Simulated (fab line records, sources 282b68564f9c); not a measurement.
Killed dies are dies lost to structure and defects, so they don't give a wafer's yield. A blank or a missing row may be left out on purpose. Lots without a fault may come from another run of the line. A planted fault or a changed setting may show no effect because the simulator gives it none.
A struck lot beside a sound one | flow rit_cmos | 15 steps out of a route of 202
Sound: wafers L357.2, L357.3, L357.4. Struck: wafers L370.1, L370.2, L370.6. The cause comes at the end.
At each step with rows: each side's tool, then ch and its chambers, then its first start. Under that, the readings that differ: sound wafers | struck wafers | difference of the means | sigmas: that difference in standard deviations of wafers without a fault.
alike: readings whose means differ by less than 2 such deviations, and words and numbers that are the same on both sides. not compared: withheld readings, readings that some wafer has no value for, bounds like >300 that may hide the same value, and numbers for which the record gives no deviation and whose values overlap.
The two part at a step that has a row with sigmas, a row that says differs or no value, or rows on one side only. Numbers that don't overlap but have no deviation are shown without sigmas and don't part them. A reading that every wafer of one side lacks parts them only if that side has two wafers or more.

RIT_ACTIVE_THK_MEAS_04:
  sound on film_metro-04, day 2 09:32; struck on film_metro-04, day 5 03:04
  alike: ACTIVE_NITRIDE_THK
then, 6 steps without rows for these wafers: RIT_ACTIVE_HMDS_05 (prime time 60 s); RIT_ACTIVE_COAT_06 (resist thk 1000 nm); RIT_ACTIVE_SOFTBAKE_07 (time 60 s); RIT_ACTIVE_EXPOSE_08 (exposes mask M1, target cd 1400 nm); RIT_ACTIVE_PEB_09; RIT_ACTIVE_DEVELOP_10 (develop time 50 s).
RIT_ACTIVE_CD_MEAS_11: target cd 1400 nm.
  sound on cd_sem-01, day 2 10:28; struck on cd_sem-02, day 5 04:06
  alike: cd_nm
then, 1 step without rows for these wafers: RIT_ACTIVE_HARDBAKE_12 (time 60 s).
RIT_ACTIVE_ETCH_13: etches Si3N4 in SF6, stops on SiO2, time 210 s, target depth 210 nm.
  sound on rie_diel-01 ch 0,1,3, day 2 10:43; struck on rie_diel-02 ch 0,1,2, day 5 04:22
  alike: drypump_motor_current_A, oes_product_au, throttle_valve_pct
  not compared: rf_hours_counter_h
RIT_ACTIVE_STRIP_14: strips in O2, time 180 s.
  sound on plasma_asher-03 ch 0,1, day 2 10:50; struck on plasma_asher-02 ch 0,1, day 5 04:31
  alike: drypump_motor_current_A
  not compared: rf_hours_counter_h
RIT_ACTIVE_CD_MEAS_90: target cd 1400 nm.
  sound on cd_sem-01, day 2 11:02; struck on cd_sem-01, day 5 04:41
  alike: cd_nm
RIT_ACTIVE_CLEAN_15: cleans in SC1, time 600 s.
  sound on wet_bench-03 ch 1, day 2 11:08; struck on wet_bench-03 ch 3, day 5 04:48
  reading          | sound       | struck      | difference | sigmas
  run_length_s (s) | 625 625 625 | 576 576 576 | -49        | -15
then, 1 step without rows for these wafers: RIT_ACTIVE_CLEAN_16 (cleans in dHF, time 30 s).
-- the record jumps here: 2 days lie between the struck wafers' starts before and after (it left off in module ACTIVE and takes up again in module M1, whose first step shown is number 202 of the route) --
RIT_M1_PROBE_99:
  sound on prober-01, day 4 04:32; struck on prober-02, day 7 05:00
  alike: killed_at_contacts, killed_at_front_end, killed_dies, killed_open, killed_short

WHERE THEY PART
Only at RIT_ACTIVE_CLEAN_15, within this record. Later steps at which nothing parts them and some readings are alike: RIT_M1_PROBE_99.

WHY: what the simulator had put in
Process parameter drift: wet_bench-03, from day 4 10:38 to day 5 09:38, at RIT_ACTIVE_CLEAN_15. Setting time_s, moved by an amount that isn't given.
